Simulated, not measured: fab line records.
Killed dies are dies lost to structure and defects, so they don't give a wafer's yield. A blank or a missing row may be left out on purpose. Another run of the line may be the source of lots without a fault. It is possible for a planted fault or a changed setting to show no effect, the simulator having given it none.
fab line records ; flow rit_cmos
[record] lots = 13; wafers = 39; last_day = 7
route steps=202 shown PSD@145
lots with no fault: from the same line, run without faults
start_h: start of the lot's first displayed wafer, in hours after the record's first day ; wait_h: hours from the lot's prior step to this one ; " as in the row above ; L1.1+2: several wafers, shown together as one row ; - no value, or no start was given ; * or withheld: withheld ; < > ~ a bound
route shown NAME@n: names a module that has steps shown in the file, with the first one's number in the route ; usual: the fault-free wafers' mean and standard deviation ; same: alike in all rows ; chamber/n: place in a boat ; sites: the reading at each site ; _std_site: standard deviation of those values ; _edge_site: mean of outer sites minus mean of inner sites ; radius_mm: how far each site lies from the wafer's centre ; mask NAME#n: copy n ; behind: tool/chamber where the wafer was last shaped ; hold: cause of the lot's hold/its duration in hours/its outcome ; device: transistor that didn't switch, given as n, p or np ; end of line: the route-end tests of the same wafers ; where a step has no rows: the recipe by itself ; killed: the dies lost at the first sort to structure and to defects; this is not the yield of the wafer ; map: the dies of a wafer, with x for killed, . for not killed, _ for no die there
set.NAME: the run value of the setting; set.NAME@STEP: its run value at that earlier step ; model.NAME: the simulator's own value behind a step, which no gauge read
one table for each step of the route and one row for each wafer, over a sample of lots
services: when a tool's chamber went out of use (start_h, in hours from the record's first day, below 0 if earlier), for how many hours, and the reason
[[steps]]
[step RIT_PSD_EXPOSE_03]
[recipe] mask_id = M10; na = 0.57; target_cd_nm = 40900; dose_mj = 250
lot.wafer;tool;chamber;start_h;wait_h;mask
L327.2+4+5;iline_stepper-01;0;47.13;0.2;M10#0
L332.1+2+5;iline_stepper-01;0;72.44;0.2;M9#0
L338.4+5+6;iline_stepper-01;0;105.14;0.1;M10#0
L341.1+2+5;iline_stepper-01;0;124.09;0.1;M10#0
L342.1+2+3;iline_stepper-01;0;127.59;0.1;M10#0
L343.1+3+4;iline_stepper-02;0;136.12;0.2;M10#0
L344.3+4+5;iline_stepper-02;0;139.28;0.1;M10#0
L345.1+2+5;iline_stepper-01;0;149.76;0.2;M10#0
L346.1+3+5;iline_stepper-02;0;153.53;0.2;M10#0
L347.4+5+6;iline_stepper-01;0;155.34;0.2;M10#0
L348.1+2+4;iline_stepper-01;0;160.48;0.1;M10#0
L349.2+3+6;iline_stepper-02;0;165.10;0.2;M10#0
L350.3+4+5;iline_stepper-01;0;169.03;0.2;M10#0
[step RIT_PSD_OVL_MEAS_06]
[usual] PSD_OVL = 0.3/1.2
lot.wafer;tool;chamber;start_h;wait_h;PSD_OVL[nm]
L327.2;overlay-02;-;47.65;-;3.1
L327.4;overlay-02;-;47.65;-;1.2
L327.5;overlay-02;-;47.65;-;2.5
L332.1;overlay-02;-;72.84;-;-
L332.2;overlay-02;-;72.84;-;-
L332.5;overlay-02;-;72.84;-;-
L338.4;overlay-01;-;105.58;-;-1.1
L338.5;overlay-01;-;105.58;-;-0.2
L338.6;overlay-01;-;105.58;-;0.6
L341.1;overlay-01;-;124.49;-;-0.2
L341.2;overlay-01;-;124.49;-;0.9
L341.5;overlay-01;-;124.49;-;-1.0
L342.1;overlay-01;-;127.99;-;0.9
L342.2;overlay-01;-;127.99;-;-0.4
L342.3;overlay-01;-;127.99;-;-1.4
L343.1;overlay-02;-;136.52;-;-1.0
L343.3;overlay-02;-;136.52;-;-0.6
L343.4;overlay-02;-;136.52;-;-1.1
L344.3;overlay-01;-;139.66;-;-0.9
L344.4;overlay-01;-;139.66;-;-1.0
L344.5;overlay-01;-;139.66;-;-0.4
L345.1;overlay-02;-;150.16;-;2.5
L345.2;overlay-02;-;150.16;-;2.9
L345.5;overlay-02;-;150.16;-;0.7
L346.1;overlay-02;-;153.95;-;0.7
L346.3;overlay-02;-;153.95;-;1.4
L346.5;overlay-02;-;153.95;-;1.2
L347.4;overlay-02;-;155.70;-;-0.1
L347.5;overlay-02;-;155.70;-;0.3
L347.6;overlay-02;-;155.70;-;1.4
L348.1;overlay-01;-;160.88;-;-0.2
L348.2;overlay-01;-;160.88;-;0.0
L348.4;overlay-01;-;160.88;-;1.4
L349.2;overlay-01;-;165.49;-;0.7
L349.3;overlay-01;-;165.49;-;0.2
L349.6;overlay-01;-;165.49;-;0.6
L350.3;overlay-01;-;169.41;-;1.3
L350.4;overlay-01;-;169.41;-;0.7
L350.5;overlay-01;-;169.41;-;-0.9
[step RIT_PSD_TW_MEAS_10]
[usual] PSD_TW = 3470/27
lot.wafer;tool;chamber;start_h;wait_h;PSD_TW
L327.2;film_metro-02;-;48.17;0.1;3443
L327.4;film_metro-02;-;48.17;0.1;3449
L327.5;film_metro-02;-;48.17;0.1;3435
L332.1;film_metro-01;-;73.35;0.1;31
L332.2;film_metro-01;-;73.35;0.1;30
L332.5;film_metro-01;-;73.35;0.1;31
L338.4;film_metro-04;-;106.10;0.1;3479
L338.5;film_metro-04;-;106.10;0.1;3496
L338.6;film_metro-04;-;106.10;0.1;3475
L341.1;film_metro-02;-;125.00;0.1;3401
L341.2;film_metro-02;-;125.00;0.1;3432
L341.5;film_metro-02;-;125.00;0.1;3418
L342.1;film_metro-01;-;128.50;0.1;3464
L342.2;film_metro-01;-;128.50;0.1;3482
L342.3;film_metro-01;-;128.50;0.1;3462
L343.1;film_metro-01;-;137.03;0.1;3480
L343.3;film_metro-01;-;137.03;0.1;3485
L343.4;film_metro-01;-;137.03;0.1;3489
L344.3;film_metro-01;-;140.18;0.1;3503
L344.4;film_metro-01;-;140.18;0.1;3482
L344.5;film_metro-01;-;140.18;0.1;3484
L345.1;film_metro-01;-;150.67;0.1;3525
L345.2;film_metro-01;-;150.67;0.1;3504
L345.5;film_metro-01;-;150.67;0.1;3515
L346.1;film_metro-02;-;154.61;0.1;3434
L346.3;film_metro-02;-;154.61;0.1;3442
L346.5;film_metro-02;-;154.61;0.1;3443
L347.4;film_metro-04;-;156.23;0.1;3461
L347.5;film_metro-04;-;156.23;0.1;3465
L347.6;film_metro-04;-;156.23;0.1;3487
L348.1;film_metro-04;-;161.39;0.1;3474
L348.2;film_metro-04;-;161.39;0.1;3462
L348.4;film_metro-04;-;161.39;0.1;3463
L349.2;film_metro-04;-;166.01;0.1;3454
L349.3;film_metro-04;-;166.01;0.1;3461
L349.6;film_metro-04;-;166.01;0.1;3472
L350.3;film_metro-02;-;170.09;0.1;3429
L350.4;film_metro-02;-;170.09;0.1;3413
L350.5;film_metro-02;-;170.09;0.1;3422
[[services]]
tool;chamber;start_h;hours;kind
iline_stepper-02;-;27.27;4.4;pm
iline_stepper-01;0;43.46;-;calibration
iline_stepper-01;-;135.48;1.7;pm
iline_stepper-02;-;144.76;1.7;pm
[[key]]
[first_sign] step = RIT_PSD_EXPOSE_03; reading = mask; direction = changed
[effect] step = RIT_PSD_OVL_MEAS_06; reading = PSD_OVL; direction = missing
[effect] step = RIT_PSD_TW_MEAS_10; reading = PSD_TW; direction = down; sigmas = 99+; usual = 3470; struck = 30
met_at RIT_PSD_EXPOSE_03
struck_lots L332
sort_left_out L332.1,L332.2,L332.5
tester_left_out L332
onset_between 47.13 72.44
[fault] kind = wrong_mask; tool = any; chamber = -; onset_h = 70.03; steps = RIT_PSD_EXPOSE_03; aux_copy = M9#0; scope = struck_lots_only
// tester_left_out: of these lots the tester's yield and bins aren't shown, on N5 and GAA mostly nor the transistor test; their killed dies are dies lost to structure and defects alone, not to doping, threshold or leakage, so they don't give the yield
// sort_left_out: the simulated sort isn't trusted on such a fault, so these wafers' sort isn't shown, and their yield isn't known
